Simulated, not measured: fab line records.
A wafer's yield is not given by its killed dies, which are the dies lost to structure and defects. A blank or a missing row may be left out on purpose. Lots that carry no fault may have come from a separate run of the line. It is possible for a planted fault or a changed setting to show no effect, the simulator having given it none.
Code-filled problem report in 8D (eight disciplines) form | flow ritCmos | the parts of the form that need people (team, actions taken, sign-off) are left out

== 1. THE ISSUE ==
heaterPowerTotalW at RIT_CONTACT_SOFTBAKE_04 reads a mean of 33.43 W on 6 wafers of 2 lots; wafers without a fault read 34.56 W with a standard deviation of 0.049. Measured from the usual mean, that is -23 standard deviations.
The step: time 60 s.
The first sign was on wafer L869.2 at day 4 11:18, on lithoTrack-03. The record has a number at this step for 18 wafers belonging to 6 lots. The rule behind "out" and "out of limits": a value lying over 4 standard deviations away from the usual mean. The rest of the wafers with a number are treated as sound.

== 2. WHAT IT IS, AND WHAT IT ISN'T ==
question                    | is                            | is not
which readings at this step | heaterPowerTotalW, plateTempC | resistLineTempC
which lots                  | L869, L871                    | L863, L875, L878, L883
which wafers of those lots  | all that have a number        | -
read on which tools         | lithoTrack-03                 | lithoTrack-02, lithoTrack-04
when                        | from day 4 11:18              | up to then (3 sound wafers); but 9 sound wafers of L875, L878, L883 came after

== 3. THE SUSPECTS, EACH WITH WHAT RULES IT OUT ==
Counting: a tool at any process step up to the reading remains a suspect when it ran all the lots that are out and ran no sound lot after the first of those.
- pvdSputter-01 at RIT_SILICIDE_SPUTTER_01 (material Ti, target thk 30 nm, time 240 s): ruled out as a lasting fault. Sound lots L875, L883 ran on it after its first lot that is out, L869 (day 4 10:20).
- rtpAnneal-02 at RIT_SILICIDE_RTA_04 (time 10 s, ramp up 5 s, ramp down 5 s): ruled out as a lasting fault. Sound lots L875, L883 ran on it after its first lot that is out, L869 (day 4 10:41).
- rtpAnneal-01 at RIT_SILICIDE_RTA_06 (time 10 s, ramp up 5 s, ramp down 10 s): ruled out as a lasting fault. Sound lots L875, L883 ran on it after its first lot that is out, L869 (day 4 10:48).
- pecvd-02 at RIT_CONTACT_CVD_00 (deposits SiO2 from TEOS, target thk 400 nm, time 61 s): kept. It processed each lot that is out, first L869 at day 4 10:52, and no sound lot thereafter; up to then, the last sound lot it processed was L863 at day 3 04:50.
- lithoTrack-03 at RIT_CONTACT_SOFTBAKE_04 (time 60 s): kept. It processed each lot that is out, first L869 at day 4 11:18, and no sound lot thereafter; up to then, the last sound lot it processed was L863 at day 3 05:15. Out on those wafers are its own readings of heaterPowerTotalW, plateTempC.
Left after counting: pecvd-02 at RIT_CONTACT_CVD_00, lithoTrack-03 at RIT_CONTACT_SOFTBAKE_04.

== 4. THE CAUSE (what the simulator had put in) ==
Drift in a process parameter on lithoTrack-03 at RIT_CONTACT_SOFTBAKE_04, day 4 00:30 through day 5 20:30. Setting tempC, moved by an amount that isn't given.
After counting, 2 suspects remain, this tool included.

== 5. THE CHAIN OF EFFECTS, in route order ==
Each row: a reading whose mean over the struck wafers that have a number lies more than 3 standard deviations from the usual. Only readings whose record carries a usual standard deviation are examined. hours: median over the lots of the time between each lot's start at the first step of this table that gives one and its start at this step. sigmas: the change, counted in usual standard deviations.
hours | step                    | reading           | usual   | on struck wafers | change | sigmas
0     | RIT_CONTACT_SOFTBAKE_04 | heaterPowerTotalW | 34.56 W | 33.43            | -1.13  | -23
0     | RIT_CONTACT_SOFTBAKE_04 | plateTempC        | 90.01 C | 87.92            | -2.09  | -15
Process steps it contains:
- RIT_CONTACT_SOFTBAKE_04: time 60 s.
Later measuring or inspecting steps at which every struck wafer that the step has a row for has a number for every such reading, and none has moved that far: RIT_CONTACT_CD_MEAS_08.

== 6. WHAT WOULD HAVE CAUGHT IT SOONER ==
In this record the first reading out of limits was taken at day 4 11:18, 11 hours after the fault began at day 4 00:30.
